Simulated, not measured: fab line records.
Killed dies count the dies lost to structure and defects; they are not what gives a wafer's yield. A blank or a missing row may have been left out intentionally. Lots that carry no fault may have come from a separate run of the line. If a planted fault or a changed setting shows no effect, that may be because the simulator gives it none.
Which of the tools did it?	flow berkeleyCmos170	Sampling: 14 lots, 42 wafers, 6 of 331 route steps

== WHAT EACH GAUGE READ, for each wafer ==
UCB170_PWELL_THK_MEAS_06.
lot	measured	on	PWELL_NITRIDE_THK (nm)
L603	day 3 13:32	filmMetro-02	220.2 218.9 219.7
L604	day 3 13:33	filmMetro-03	217.3 219.1 217.0
L605	day 3 22:14	filmMetro-04	218.4 218.4 217.4
L606	day 4 12:45	filmMetro-04	220.0 220.1 220.8
L607	day 4 12:44	filmMetro-03	221.6 219.9 223.7
L608	day 4 12:43	filmMetro-02	220.7 220.3 221.4
L610	day 4 20:44	filmMetro-04	218.8 218.6 220.2
L611	day 5 04:37	filmMetro-02	218.9 221.6 221.1
L616	day 6 05:31	filmMetro-02	434.8 432.7 435.4
L620	day 7 04:21	filmMetro-02	434.2 436.2 437.2
L623	day 7 06:27	filmMetro-03	223.1 221.1 223.8
L624	day 7 17:59	filmMetro-03	220.5 219.6 220.9
L625	day 8 00:55	filmMetro-04	219.6 220.3 219.5
L626	day 8 00:56	filmMetro-02	223.2 222.5 222.8

UCB170_V1_BOW_MEAS_03.
lot	measured	on	V1_BOW (um)
L603	day 8 14:39	filmMetro-04	19 38 15
L604	day 8 09:26	filmMetro-02	11 18 8
L605	day 8 14:39	filmMetro-02	6 19 24
L606	day 9 12:02	filmMetro-04	28 28 23
L607	day 9 14:44	filmMetro-01	17 14 18
L608	day 9 13:20	filmMetro-01	18 19 9
L610	day 10 13:53	filmMetro-02	12 7 11
L611	day 10 11:20	filmMetro-01	14 26 17
L623	day 13 06:14	filmMetro-01	21 22 18
L624	day 13 12:27	filmMetro-04	19 25 10
L625	day 14 01:57	filmMetro-04	18 17 12
L626	day 14 00:38	filmMetro-01	11 18 28

UCB170_M2_CD_MEAS_15: the cd target is 700 nm.
lot	measured	on	cdNm (nm)
L603	day 8 21:05	cdSem-02	701.6 701.0 700.9
L604	day 8 14:34	cdSem-01	698.3 698.6 698.5
L605	day 8 21:22	cdSem-01	699.7 699.1 696.9
L606	day 9 15:48	cdSem-02	700.6 700.5 702.2
L607	day 9 19:05	cdSem-02	699.3 698.0 697.8
L608	day 9 18:11	cdSem-02	699.0 699.2 697.3
L610	day 10 19:44	cdSem-02	697.5 698.0 698.7
L611	day 10 17:25	cdSem-02	700.4 701.0 699.5
L623	day 13 14:02	cdSem-01	699.8 700.7 700.1
L624	day 13 19:25	cdSem-01	699.0 699.4 698.6
L625	day 14 07:05	cdSem-02	699.7 699.6 698.8
L626	day 14 04:46	cdSem-01	700.3 701.4 700.1

UCB170_M3_OVL_MEAS_16.
lot	measured	on	M3_OVL (nm)
L603	day 9 04:00	overlay-02	-4 -10 -5
L604	day 8 20:51	overlay-01	6 2 1
L605	day 9 04:17	overlay-01	3 -3 4
L606	day 9 21:50	overlay-01	-3 -1 -5
L607	day 10 01:06	overlay-02	-7 -4 -4
L608	day 10 00:56	overlay-02	-5 2 -7
L610	day 11 03:06	overlay-01	0 -1 4
L611	day 11 00:07	overlay-01	-5 -1 -3
L623	day 13 20:46	overlay-02	6 -3 2
L624	day 14 01:31	overlay-02	-14 -6 -3
L625	day 14 12:44	overlay-01	-5 -5 0
L626	day 14 10:14	overlay-02	-4 -8 2

== TOOL THAT RAN EACH LOT (tool first, then ch and the chambers of the sampled wafers, then the start) ==
lot	UCB170_PWELL_CVD_05	UCB170_PWELL_ETCH_14
L603	lpcvd-01 ch 0, day 3 11:38	rieDiel-04 ch 0,3, day 3 16:14
L604	lpcvd-01 ch 1, day 3 11:38	rieDiel-02 ch 1,2,3, day 3 15:58
L605	lpcvd-01 ch 1, day 3 20:19	rieDiel-03 ch 0,1,2, day 3 23:46
L606	lpcvd-02 ch 1, day 4 09:50	rieDiel-04 ch 1,2,3, day 4 14:23
L607	lpcvd-02 ch 0, day 4 09:50	rieDiel-03 ch 2,3, day 4 14:15
L608	lpcvd-02 ch 0, day 4 09:50	rieDiel-02 ch 0,1,2, day 4 13:59
L610	lpcvd-02 ch 1, day 4 18:49	rieDiel-04 ch 1,2,3, day 4 22:56
L611	lpcvd-01 ch 1, day 5 02:42	rieDiel-02 ch 0,2, day 5 07:01
L616	lpcvd-02 ch 0, day 6 01:16 and lpcvd-01 ch 0, day 6 03:33	rieDiel-04 ch 1,3, day 6 06:58
L620	lpcvd-01 ch 1, day 7 00:20	rieDiel-04 ch 0,1,3, day 7 05:50
L623	lpcvd-01 ch 0, day 7 04:31	rieDiel-04 ch 1,2,3, day 7 07:30
L624	lpcvd-01 ch 0, day 7 16:03	rieDiel-04 ch 1,3, day 7 19:02
L625	lpcvd-01 ch 0, day 7 23:00	rieDiel-04 ch 0,1,2, day 8 01:51
L626	lpcvd-01 ch 1, day 7 23:00	rieDiel-03 ch 1,3, day 8 02:14
- UCB170_PWELL_CVD_05: deposits Si3N4 from SiH2Cl2/NH3, target thk 220 nm, time 3300 s.
- UCB170_PWELL_ETCH_14: etches Si3N4 in CH3F/Ar/O2, stops on SiO2, target depth 242 nm, time 151 s.

== WHAT THE TOOLS THEMSELVES READ (means of the sampled wafers that have a number; where no wafer has one, the mark that the record gives instead) ==
UCB170_PWELL_CVD_05.
lot	tool	spikeTcCentreC (C)
L603	lpcvd-01	801.5
L604	lpcvd-01	802.0
L605	lpcvd-01	802.9
L606	lpcvd-02	802.9
L607	lpcvd-02	802.6
L608	lpcvd-02	800.9
L610	lpcvd-02	802.9
L611	lpcvd-01	801.6
L616	lpcvd-02/lpcvd-01	801.9
L620	lpcvd-01	803.5
L623	lpcvd-01	800.7
L624	lpcvd-01	802.0
L625	lpcvd-01	802.5
L626	lpcvd-01	803.1

UCB170_PWELL_ETCH_14.
lot	tool	chamberPressureMTorr (mTorr)	drypumpMotorCurrentA (A)	oesProductAu (a.u.)	throttleValvePct (%)
L603	rieDiel-04	50.00	5.8	0.956	7.94
L604	rieDiel-02	50.01	5.4	0.934	8.08
L605	rieDiel-03	49.99	5.6	0.940	8.11
L606	rieDiel-04	49.99	5.9	0.956	8.11
L607	rieDiel-03	50.01	6.0	0.949	8.12
L608	rieDiel-02	49.98	5.4	0.946	8.02
L610	rieDiel-04	50.00	5.9	0.955	8.11
L611	rieDiel-02	50.02	5.5	0.954	8.05
L616	rieDiel-04	50.01	6.0	1.016	8.05
L620	rieDiel-04	50.01	6.0	1.008	8.07
L623	rieDiel-04	50.01	5.9	0.963	8.10
L624	rieDiel-04	49.97	6.3	0.965	8.15
L625	rieDiel-04	50.04	6.0	0.952	8.13
L626	rieDiel-03	49.95	5.7	0.944	8.05

== THE ANSWER, worked out from the rows above alone ==
Rule: the usual values come from the lots themselves. Put in order of their means at a reading, lots are off if they are a third of the lots or fewer, leave a main group of 4 or more, and stand apart from it by a gap of 3 or more times the standard deviation of the main group's means; of several such gaps the widest counts. A main group is skipped when, at the precision printed for the reading in the tables above, its means are all equal. A lot without any number at a reading at which 4 lots or more have one is off too. All remaining lots with rows at the step are treated as sound. Order of review: gauges by route order, followed by the tools' own readings, for which a lot's mean as printed above is used. The first step at which some lot is off is used, and at that step the reading that is off furthest; a lot without a number counts as furthest.
Off: L616, L620, at UCB170_PWELL_THK_MEAS_06 (PWELL_NITRIDE_THK). For the main group the mean is 220.3 nm and the standard deviation 1.5.
If a tool, at a process step before that reading, ran all the lots that are off and no sound lot after the first of them, it fits. The gauges at UCB170_PWELL_THK_MEAS_06 aren't tried: what is off there is off at UCB170_PWELL_ETCH_14 too, on other tools, and a gauge's error can't cause that. No candidate that was tried fits.

== WHAT WAS PUT IN BY THE SIMULATOR ==
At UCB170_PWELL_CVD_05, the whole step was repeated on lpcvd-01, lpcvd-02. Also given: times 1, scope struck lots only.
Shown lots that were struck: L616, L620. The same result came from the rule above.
